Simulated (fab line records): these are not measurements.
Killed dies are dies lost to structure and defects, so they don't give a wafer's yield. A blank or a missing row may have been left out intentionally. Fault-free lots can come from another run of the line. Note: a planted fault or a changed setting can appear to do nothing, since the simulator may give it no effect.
Commonality check across tools / flow rit cmos / 42 wafers sampled across 14 lots

== THE REASON FOR OPENING IT ==
2 of 14 lots carry a flag on the reading FOX2_OXIDE_THK at RIT_FOX2_THK_MEAS_01. Fault-free wafers read 353 nm, with a standard deviation of 5.2.
Rule: flag the lot when none of its wafers has a number, or when each of its wafers that has one lies beyond 4 standard deviations from that mean. As for the other lots, they are considered sound.

lot=L875; measured=day 1 23:59; on=film metro-04; FOX2_OXIDE_THK (nm), wafer by wafer=366 364 358; flag=
lot=L876; measured=day 2 09:38; on=film metro-03; FOX2_OXIDE_THK (nm), wafer by wafer=358 354 354; flag=
lot=L877; measured=day 2 12:16; on=film metro-02; FOX2_OXIDE_THK (nm), wafer by wafer=350 358 354; flag=
lot=L878; measured=day 2 15:49; on=film metro-02; FOX2_OXIDE_THK (nm), wafer by wafer=361 358 357; flag=
lot=L879; measured=day 2 22:14; on=film metro-03; FOX2_OXIDE_THK (nm), wafer by wafer=350 355 351; flag=
lot=L880; measured=day 3 02:22; on=film metro-02; FOX2_OXIDE_THK (nm), wafer by wafer=346 348 349; flag=
lot=L881; measured=day 3 08:54; on=film metro-03; FOX2_OXIDE_THK (nm), wafer by wafer=354 352 354; flag=
lot=L884; measured=day 3 21:56; on=film metro-03; FOX2_OXIDE_THK (nm), wafer by wafer=353 353 354; flag=
lot=L887; measured=day 4 13:38; on=film metro-02; FOX2_OXIDE_THK (nm), wafer by wafer=475 474 474; flag=FLAGGED
lot=L891; measured=day 5 09:26; on=film metro-04; FOX2_OXIDE_THK (nm), wafer by wafer=350 352 357; flag=
lot=L893; measured=day 5 18:49; on=film metro-03; FOX2_OXIDE_THK (nm), wafer by wafer=477 478 484; flag=FLAGGED
lot=L895; measured=day 6 04:34; on=film metro-03; FOX2_OXIDE_THK (nm), wafer by wafer=356 361 355; flag=
lot=L896; measured=day 6 09:43; on=film metro-02; FOX2_OXIDE_THK (nm), wafer by wafer=354 360 355; flag=
lot=L897; measured=day 6 17:26; on=film metro-04; FOX2_OXIDE_THK (nm), wafer by wafer=356 349 353; flag=
Average over the flagged lots: 477 nm; offset from the usual +124 nm, equal to +24 standard deviations.

== EACH LOT AND THE TOOL IT RAN ON ==
The record holds 1 process step before the reading, out of a route of 202 steps. Read each cell as the tool, then ch plus the chambers that the sampled wafers visited, then the start.
lot=L875; flag=; RIT_FOX2_OXIDATION_00=furnace-03 ch 0, day 1 22:40
lot=L876; flag=; RIT_FOX2_OXIDATION_00=furnace-03 ch 0, day 2 08:19
lot=L877; flag=; RIT_FOX2_OXIDATION_00=furnace-03 ch 0, day 2 10:58
lot=L878; flag=; RIT_FOX2_OXIDATION_00=furnace-03 ch 0, day 2 14:29
lot=L879; flag=; RIT_FOX2_OXIDATION_00=furnace-03 ch 0, day 2 20:55
lot=L880; flag=; RIT_FOX2_OXIDATION_00=furnace-01 ch 0, day 3 01:04
lot=L881; flag=; RIT_FOX2_OXIDATION_00=furnace-01 ch 0, day 3 07:35
lot=L884; flag=; RIT_FOX2_OXIDATION_00=furnace-04 ch 0, day 3 20:37
lot=L887; flag=FLAGGED; RIT_FOX2_OXIDATION_00=furnace-04 ch 0, day 4 12:19
lot=L891; flag=; RIT_FOX2_OXIDATION_00=furnace-03 ch 0, day 5 08:05
lot=L893; flag=FLAGGED; RIT_FOX2_OXIDATION_00=furnace-04 ch 0, day 5 17:30
lot=L895; flag=; RIT_FOX2_OXIDATION_00=furnace-01 ch 0, day 6 03:14
lot=L896; flag=; RIT_FOX2_OXIDATION_00=furnace-03 ch 0, day 6 08:24
lot=L897; flag=; RIT_FOX2_OXIDATION_00=furnace-03 ch 0, day 6 16:08
What these steps do:
- RIT_FOX2_OXIDATION_00: target thk 350.7 nm, ox time 1130 s.
- RIT_FOX2_THK_MEAS_01

== FLAGGED OVER TOTAL, TOOL BY TOOL (the gauges that took the reading come last) ==
step=RIT_FOX2_OXIDATION_00; tool=furnace-01; lots run=3; flagged=0; share of the flagged lots=none; sound lots run after its first flagged lot=-
step=RIT_FOX2_OXIDATION_00; tool=furnace-03; lots run=8; flagged=0; share of the flagged lots=none; sound lots run after its first flagged lot=-
step=RIT_FOX2_OXIDATION_00; tool=furnace-04; lots run=3; flagged=2; share of the flagged lots=all; sound lots run after its first flagged lot=0
step=RIT_FOX2_THK_MEAS_01; tool=film metro-02; lots run=5; flagged=1; share of the flagged lots=some; sound lots run after its first flagged lot=1 (L896)
step=RIT_FOX2_THK_MEAS_01; tool=film metro-03; lots run=6; flagged=1; share of the flagged lots=some; sound lots run after its first flagged lot=1 (L895)
step=RIT_FOX2_THK_MEAS_01; tool=film metro-04; lots run=3; flagged=0; share of the flagged lots=none; sound lots run after its first flagged lot=-

== WHAT THE TABLE ALLOWS ==
1 row of the table ran every flagged lot: furnace-04 at RIT_FOX2_OXIDATION_00.
- furnace-04 at RIT_FOX2_OXIDATION_00: 2 of its 3 lots flagged. Its last sound lot is L884 (day 3 20:37), its first flagged lot L887 (day 4 12:19): a fault that began between those two fits. Its own readings (spike tc centre C, spike tc load C, spike tc source C, tube center temp C, tube_center_temp_C_max, zone power load pct) fall more than 4 standard deviations out on all wafers of the flagged lots.
Just one tool remains: furnace-04 at RIT_FOX2_OXIDATION_00.

== WHAT THE SIMULATOR HAD PUT IN ==
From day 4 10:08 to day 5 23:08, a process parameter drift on furnace-04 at RIT_FOX2_OXIDATION_00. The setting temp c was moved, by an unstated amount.
Struck lots among those shown: L887, L893. The rule above reached the same finding.
